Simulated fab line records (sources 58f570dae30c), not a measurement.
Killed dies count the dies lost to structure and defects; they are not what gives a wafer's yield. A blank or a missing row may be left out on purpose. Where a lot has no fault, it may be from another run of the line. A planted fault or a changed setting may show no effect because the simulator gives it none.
Split-lot trial | flow berkeley-cmos170 | route with 331 steps; 5 lots, 23 wafers read

THE SPLIT
At UCB170_ACTIVE_CVD_05 (deposits Si3N4 from SiH2Cl2/NH3, target thk 220 nm, time 3300 s), the setting pressure-mtorr was moved away from the recipe's 200 mTorr on 10 of the 23 wafers read, by -7.7% to +7.0%. This setting was run at the recipe's value on the other wafers.

Reading taken at the split's own step.

THE READING
Si3N4_of_ACTIVE_CVD_05.thk-nm (the simulator's own value, which no gauge read), in nm, at UCB170_ACTIVE_CVD_05 (deposits Si3N4 from SiH2Cl2/NH3, target thk 220 nm, time 3300 s). The file does not state a usual value for it. Here, 13 wafers ran the recipe; their average is 219.0 nm with a standard deviation of 1.7 nm.

wafer  | tool, chamber at the split | pressure-mtorr as run, mTorr | against the recipe | Si3N4_of_ACTIVE_CVD_05.thk-nm, nm | against lot-mates on the recipe
L074.1 | -, -                       | 184.7                        | -7.7%              | 212.2                             | no lot-mate on the recipe
L074.2 | -, -                       | 184.7                        | -7.7%              | 212.3                             | no lot-mate on the recipe
L074.3 | -, -                       | 184.7                        | -7.7%              | 212                               | no lot-mate on the recipe
L074.4 | -, -                       | 184.7                        | -7.7%              | 212.1                             | no lot-mate on the recipe
L074.5 | -, -                       | 184.7                        | -7.7%              | 211.2                             | no lot-mate on the recipe
L075.2 | lpcvd-01, 0                | 200                          | recipe             | 215.8                             | -
L075.4 | lpcvd-01, 0                | 200                          | recipe             | 217.9                             | -
L075.5 | lpcvd-01, 0                | 200                          | recipe             | 216.3                             | -
L077.1 | -, -                       | 200                          | recipe             | 219.9                             | -
L077.3 | -, -                       | 200                          | recipe             | 219.6                             | -
L077.4 | -, -                       | 200                          | recipe             | 218.5                             | -
L077.6 | -, -                       | 200                          | recipe             | 218.5                             | -
L077.5 | -, -                       | 200                          | recipe             | 217.6                             | -
L081.1 | -, -                       | 213.9                        | +7.0%              | 223.2                             | no lot-mate on the recipe
L081.2 | -, -                       | 213.9                        | +7.0%              | 223.7                             | no lot-mate on the recipe
L081.3 | -, -                       | 213.9                        | +7.0%              | 222.9                             | no lot-mate on the recipe
L081.4 | -, -                       | 213.9                        | +7.0%              | 222.8                             | no lot-mate on the recipe
L081.5 | -, -                       | 213.9                        | +7.0%              | 224.5                             | no lot-mate on the recipe
L084.2 | -, -                       | 200                          | recipe             | 220.1                             | -
L084.3 | -, -                       | 200                          | recipe             | 220.5                             | -
L084.4 | -, -                       | 200                          | recipe             | 220.2                             | -
L084.5 | -, -                       | 200                          | recipe             | 221.5                             | -
L084.6 | -, -                       | 200                          | recipe             | 220.8                             | -

THE FIT
A straight line over all 23 wafers: Si3N4_of_ACTIVE_CVD_05.thk-nm changes by +0.789 nm for each +1% of pressure-mtorr; r = +0.94; the points scatter about the line by 1.5 nm.
Too few moved wafers have a lot-mate on the recipe to fit a line with each lot's own level taken away.

THE FILE'S OWN FIT
Si3N4_of_ACTIVE_CVD_05.thk-nm changes by +0.789 nm for each +1% of pressure-mtorr, r = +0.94.
